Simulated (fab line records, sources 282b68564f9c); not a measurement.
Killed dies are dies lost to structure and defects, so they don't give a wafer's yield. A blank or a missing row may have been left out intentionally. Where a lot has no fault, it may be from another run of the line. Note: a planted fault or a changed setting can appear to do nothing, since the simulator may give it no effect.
fab line records ; flow rit-cmos
[record] lots = 15; wafers = 45; last-day = 7
route steps=202 shown WELLDRIVE@50 NWELL@51 PWELL@52 M1@202
lots with no fault: from the same line, run without faults
start-h: start of the lot's first displayed wafer, in hours after the record's first day ; wait-h: hours elapsed since this lot's preceding step ; " as in the row above ; L1.1+2: several wafers, shown together as one row ; - no value present, or no start provided ; * or withheld: withheld ; < > ~ a bound
route shown NAME@n: names a module that has steps shown in the file, with the first one's number in the route ; usual: mean/standard deviation taken from wafers without a fault ; same: alike in all rows ; chamber/n: place in a boat ; sites: per-site readings ; _std_site: their standard deviation ; _edge_site: mean of outer sites minus mean of inner sites ; radius-mm: for every site, how far away it sits from the centre of the wafer ; mask NAME#n: copy n ; behind: the most recent tool/chamber to have shaped the wafer ; hold: cause of the lot's hold/its duration in hours/its outcome ; device: names the non-switching transistor (n, p or np) ; end of line: at the end of the route, the tests of the same wafers ; step lacking rows: just its recipe ; killed: not the wafer's yield, but the dies lost to structure and defects at the first sort ; map: a wafer's dies, x killed, . not, _ none there
set.NAME: the run value of the setting; set.NAME@STEP: its run value at that earlier step ; model.NAME: the simulator's own value behind a step, which no gauge read
one table for each step of the route and one row for each wafer, over a sample of lots
services: when a tool's chamber went out of use (start-h, in hours from the record's first day, below 0 if earlier), for how many hours, and the reason
[[steps]]
[step RIT_WELLDRIVE_ANNEAL_00]
[recipe] temp-c = 1100; time-s = 14700; ambient = N2
[usual] spike-tc-centre-C = 1103.1/1; spike-tc-load-C = 1127.0/2.9; spike-tc-source-C = 1123.1/1.6; tube-center-temp-C = 1100/0.099; tube_center_temp_C_max = 1102.8/0.48; zone-power-source-pct = 43.2/2.6
lot.wafer;tool;chamber;start-h;wait-h;spike-tc-centre-C;spike-tc-load-C;spike-tc-source-C;tube-center-temp-C;tube_center_temp_C_max;zone-power-source-pct
L252.3;furnace-03;0;28.78;0.2;1104.5;1127.9;1124.4;1100;1103.2;45.9
L252.4;furnace-03;0;28.78;0.2;1104.5;1126.6;1120.8;1100;1103.1;45.9
L252.5;furnace-03;0;28.78;0.2;1104.7;1127.6;1125.0;1100.2;1102.6;45.4
L253.2;furnace-02;0;30.22;0.0;1103.8;1119.6;1120.8;1099.9;1102.7;39.5
L253.4;furnace-02;0;30.22;0.0;1102.3;1123.2;1121.3;1100.1;1102.6;40.2
L253.6;furnace-02;0;30.22;0.0;1103.6;1123.8;1122.0;1100;1103.5;39.3
L254.1;furnace-03;0;33.86;0.4;1101.6;1127.2;1123.1;1100.1;1102.8;46.4
L254.3;furnace-03;0;33.86;0.4;1102.6;1126.2;1124.0;1100.2;1103.5;45.7
L254.6;furnace-03;0;33.86;0.4;1103.8;1125.0;1122.4;1099.9;1102.9;45.4
L255.2;furnace-02;0;40.85;0.0;1103.4;1120.0;1121.5;1100;1103.0;39.1
L255.3;furnace-02;0;40.85;0.0;1101.3;1120.5;1121.2;1100;1102.8;39.5
L255.5;furnace-02;0;40.85;0.0;1102.8;1121.3;1121.2;1100;1102.4;40.2
L256.3;furnace-01;0;43.96;0.1;1101.2;1129.4;1124.1;1100.1;1102.9;41.3
L256.4;furnace-01;0;43.96;0.1;1103.8;1127.8;1123.2;1100;1102.9;41.6
L256.6;furnace-01;0;43.96;0.1;1102.1;1128.1;1124.1;1100.1;1103.2;40.8
L257.1;furnace-03;0;48.84;0.1;1104.2;1125.9;1123.3;1099.9;1102.5;45.8
L257.5;furnace-03;0;48.84;0.1;1101.8;1125.8;1123.9;1100;1102.4;45.3
L257.6;furnace-03;0;48.84;0.1;1104.7;1125.3;1121.7;1099.9;1102.9;45.7
L259.2;furnace-02;0;59.55;0.0;1103.4;1122.6;1121.0;1100.1;1102.3;39.5
L259.4;furnace-02;0;59.55;0.0;1102.6;1122.5;1121.3;1099.9;1102.4;39.3
L259.5;furnace-02;0;59.55;0.0;1102.6;1123.0;1122.0;1100.2;1102.9;39.7
L260.3;furnace-03;0;64.52;0.0;1103.4;1125.5;1121.7;1100.1;1102.5;45.0
L260.4;furnace-03;0;64.52;0.0;1104.7;1127.6;1123.2;1100;1103.0;45.7
L260.6;furnace-03;0;64.52;0.0;1104.0;1126.3;1122.2;1100;1102.4;45.3
L264.2;furnace-03;0;84.52;0.6;1125.1;1151.1;1144.6;1122.1;1124.8;47.8
L264.4;furnace-03;0;84.52;0.6;1125.0;1150.6;1145.1;1121.7;1124.7;47.7
L264.5;furnace-03;0;84.52;0.6;1124.0;1147.3;1144.9;1122.1;1125.2;47.9
L265.1;furnace-03;0;89.76;0.1;1124.7;1150.3;1144.6;1121.9;1124.7;47.9
L265.2;furnace-03;0;89.76;0.1;1124.6;1150.5;1145.5;1122;1124.6;49.2
L265.5;furnace-03;0;89.76;0.1;1125.2;1149.4;1144.1;1121.9;1124.4;48.2
L266.3;furnace-01;0;94.57;0.0;1102.3;1129.8;1125.5;1099.9;1102.1;40.9
L266.4;furnace-01;0;94.57;0.0;1104.4;1129.8;1124.4;1100.1;1102.2;41.4
L266.6;furnace-01;0;94.57;0.0;1102.4;1130.1;1123.1;1099.9;1102.7;40.8
L267.1;furnace-01;0;99.94;0.1;1104.0;1130.0;1126.6;1100;1102.5;40.8
L267.3;furnace-01;0;99.94;0.1;1103.7;1129.9;1124.9;1099.9;1102.4;41.9
L267.5;furnace-01;0;99.94;0.1;1103.7;1129.4;1124.4;1099.8;1103.0;40.6
L268.3;furnace-03;0;103.24;0.0;1125.3;1151.1;1145.7;1122.1;1124.8;47.7
L268.4;furnace-03;0;103.24;0.0;1124.1;1149.2;1145.3;1122;1125.0;48.0
L268.6;furnace-03;0;103.24;0.0;1126.0;1150.5;1145.4;1122;1125.2;47.7
L269.1;furnace-01;0;107.63;0.1;1105.3;1130.5;1125.4;1100;1102.5;41.4
L269.2;furnace-01;0;107.63;0.1;1104.2;1131.2;1125.0;1100.1;1102.9;41.6
L269.3;furnace-01;0;107.63;0.1;1103.9;1130.1;1123.5;1100;1102.7;41.3
L274.2;furnace-01;0;133.69;0.8;1104.0;1130.1;1124.9;1099.9;1103.0;41.4
L274.3;furnace-01;0;133.69;0.8;1104.3;1130.9;1123.3;1100.1;1103.0;40.8
L274.4;furnace-01;0;133.69;0.8;1103.4;1130.8;1124.3;1099.9;1102.0;41.8
[step RIT_WELLDRIVE_RS_MEAS_01]
[recipe] thk-meas-gauge = four-point-probe
[usual] NWELL_RS = 271.8/0.79
lot.wafer;tool;chamber;start-h;wait-h;NWELL_RS[ohm/sq]
L252.3;film-metro-02;-;33.90;0.0;271.9
L252.4;film-metro-02;-;33.90;0.0;271.9
L252.5;film-metro-02;-;33.90;0.0;271.5
L253.2;film-metro-04;-;35.32;0.0;271.9
L253.4;film-metro-04;-;35.32;0.0;271.8
L253.6;film-metro-04;-;35.32;0.0;271.2
L254.1;film-metro-04;-;38.94;0.0;272.1
L254.3;film-metro-04;-;38.94;0.0;271.4
L254.6;film-metro-04;-;38.94;0.0;271.5
L255.2;film-metro-04;-;45.96;0.0;270.5
L255.3;film-metro-04;-;45.96;0.0;270.4
L255.5;film-metro-04;-;45.96;0.0;270.2
L256.3;film-metro-03;-;49.09;0.0;273.7
L256.4;film-metro-03;-;49.09;0.0;272.9
L256.6;film-metro-03;-;49.09;0.0;273.3
L257.1;film-metro-03;-;53.92;0.0;271.8
L257.5;film-metro-03;-;53.92;0.0;271.3
L257.6;film-metro-03;-;53.92;0.0;270.9
L259.2;film-metro-04;-;64.66;0.0;271.5
L259.4;film-metro-04;-;64.66;0.0;271.4
L259.5;film-metro-04;-;64.66;0.0;272.1
L260.3;film-metro-03;-;69.65;0.0;271.1
L260.4;film-metro-03;-;69.65;0.0;271.5
L260.6;film-metro-03;-;69.65;0.0;271.1
L264.2;film-metro-02;-;89.63;0.0;249.7
L264.4;film-metro-02;-;89.63;0.0;249.7
L264.5;film-metro-02;-;89.63;0.0;249.8
L265.1;film-metro-02;-;94.84;0.0;248.1
L265.2;film-metro-02;-;94.84;0.0;248.3
L265.5;film-metro-02;-;94.84;0.0;248.0
L266.3;film-metro-02;-;99.69;0.0;271.7
L266.4;film-metro-02;-;99.69;0.0;271.7
L266.6;film-metro-02;-;99.69;0.0;271.0
L267.1;film-metro-03;-;105.02;0.0;271.3
L267.3;film-metro-03;-;105.02;0.0;270.8
L267.5;film-metro-03;-;105.02;0.0;271.9
L268.3;film-metro-04;-;108.37;0.0;248.3
L268.4;film-metro-04;-;108.37;0.0;248.6
L268.6;film-metro-04;-;108.37;0.0;248.4
L269.1;film-metro-04;-;112.71;0.0;272.2
L269.2;film-metro-04;-;112.71;0.0;270.9
L269.3;film-metro-04;-;112.71;0.0;271.8
L274.2;film-metro-03;-;138.79;0.0;270.9
L274.3;film-metro-03;-;138.79;0.0;271.3
L274.4;film-metro-03;-;138.79;0.0;271.3
[step RIT_WELLDRIVE_RS_MEAS_02]
[recipe] thk-meas-gauge = four-point-probe
[usual] PWELL_RS = 429.3/1.2
lot.wafer;tool;chamber;start-h;wait-h;PWELL_RS[ohm/sq]
L252.3;film-metro-02;-;34.02;0.1;428.8
L252.4;film-metro-02;-;34.02;0.1;429.1
L252.5;film-metro-02;-;34.02;0.1;427.1
L253.2;film-metro-04;-;35.44;0.1;429.0
L253.4;film-metro-04;-;35.44;0.1;428.8
L253.6;film-metro-04;-;35.44;0.1;429.0
L254.1;film-metro-04;-;39.06;0.1;429.9
L254.3;film-metro-04;-;39.06;0.1;430.8
L254.6;film-metro-04;-;39.06;0.1;431.2
L255.2;film-metro-04;-;46.08;0.1;428.5
L255.3;film-metro-04;-;46.08;0.1;429.8
L255.5;film-metro-04;-;46.08;0.1;428.5
L256.3;film-metro-03;-;49.21;0.1;428.5
L256.4;film-metro-03;-;49.21;0.1;427.9
L256.6;film-metro-03;-;49.21;0.1;428.2
L257.1;film-metro-03;-;54.04;0.1;428.3
L257.5;film-metro-03;-;54.04;0.1;427.5
L257.6;film-metro-03;-;54.04;0.1;427.5
L259.2;film-metro-04;-;64.78;0.1;430.7
L259.4;film-metro-04;-;64.78;0.1;430.9
L259.5;film-metro-04;-;64.78;0.1;429.9
L260.3;film-metro-03;-;69.77;0.1;428.9
L260.4;film-metro-03;-;69.77;0.1;429.2
L260.6;film-metro-03;-;69.77;0.1;429.3
L264.2;film-metro-02;-;89.75;0.1;405.7
L264.4;film-metro-02;-;89.75;0.1;407.5
L264.5;film-metro-02;-;89.75;0.1;406.9
L265.1;film-metro-02;-;94.96;0.1;405.5
L265.2;film-metro-02;-;94.96;0.1;403.9
L265.5;film-metro-02;-;94.96;0.1;406.4
L266.3;film-metro-02;-;99.81;0.1;429.3
L266.4;film-metro-02;-;99.81;0.1;429.2
L266.6;film-metro-02;-;99.81;0.1;428.3
L267.1;film-metro-03;-;105.14;0.1;428.2
L267.3;film-metro-03;-;105.14;0.1;427.1
L267.5;film-metro-03;-;105.14;0.1;427.1
L268.3;film-metro-04;-;108.49;0.1;404.1
L268.4;film-metro-04;-;108.49;0.1;405.6
L268.6;film-metro-04;-;108.49;0.1;405.0
L269.1;film-metro-04;-;112.83;0.1;429.3
L269.2;film-metro-04;-;112.83;0.1;430.9
L269.3;film-metro-04;-;112.83;0.1;429.6
L274.2;film-metro-03;-;138.91;0.1;429.5
L274.3;film-metro-03;-;138.91;0.1;429.1
L274.4;film-metro-03;-;138.91;0.1;428.7
[step RIT_M1_PROBE_99]
[usual] killed_at_M0_to_M3 = 0.0/0.14; killed-at-contacts = 0.1/0.26; killed-at-front-end = 7/3.2; killed-dies = 7/3.2; killed-open = 3.2/2.1; killed-short = 3.7/2.1
[same] gross-dies = 264; killed_at_M4_up = 0; killed-at-back-side = 0; killed-at-other = 0
lot.wafer;tool;chamber;start-h;wait-h;killed_at_M0_to_M3;killed-at-contacts;killed-at-front-end;killed-dies;killed-open;killed-short
L260.3;prober-02;-;98.77;0.2;0;0;6;6;3;3
L260.4;prober-02;-;98.82;0.2;0;0;8;8;4;4
L260.6;prober-02;-;98.92;0.2;0;0;1;1;0;1
// killed by level:class
L260.3 GATE:geometric-particle:open=2 SPACER:geometric-particle:short=2 FOX2:geometric-particle:short=1 SPACER:geometric-particle:open=1
L260.4 FOX1:geometric-particle:short=1 FOX2:geometric-particle:short=1 FOX2:geometric-particle:open=1 GATE:geometric-particle:open=1 GATE:geometric-particle:short=1 SPACER:geometric-particle:open=1 SPACER:geometric-particle:short=1 SILICIDE:geometric-particle:open=1
L260.6 SILICIDE:geometric-particle:short=1
[[services]]
tool;chamber;start-h;hours;kind
furnace-03;-;44.14;3.6;pm
furnace-03;-;81.18;3.3;pm
furnace-01;-;112.71;2.9;pm
furnace-01;-;128.76;3.0;pm
[[key]]
[first-sign] step = RIT_WELLDRIVE_ANNEAL_00; reading = tube-center-temp-C; direction = up; sigmas = 99+; usual = *; struck = *
[effect] step = RIT_WELLDRIVE_ANNEAL_00; reading = tube_center_temp_C_max; direction = up; sigmas = 45; usual = *; struck = *
[effect] step = RIT_WELLDRIVE_RS_MEAS_01; reading = NWELL_RS; direction = down; sigmas = 29; usual = 271.8; struck = 248.8
[effect] step = RIT_WELLDRIVE_RS_MEAS_02; reading = PWELL_RS; direction = down; sigmas = 20; usual = 429.3; struck = 405.6
met-at RIT_WELLDRIVE_ANNEAL_00
struck-lots L264,L265,L268
tester-left-out L264,L265,L268
[fault] kind = process-parameter-drift; tool = furnace-03; chamber = -; onset-h = 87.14; steps = RIT_WELLDRIVE_ANNEAL_00; channel = temp-c; offset = *; shape = step; end-h = 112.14; acts-in = *; stated = *
// tester-left-out: of these lots the tester's yield and bins aren't shown, on N5 and GAA mostly nor the transistor test; their killed dies are dies lost to structure and defects alone, not to doping, threshold or leakage, so they don't give the yield
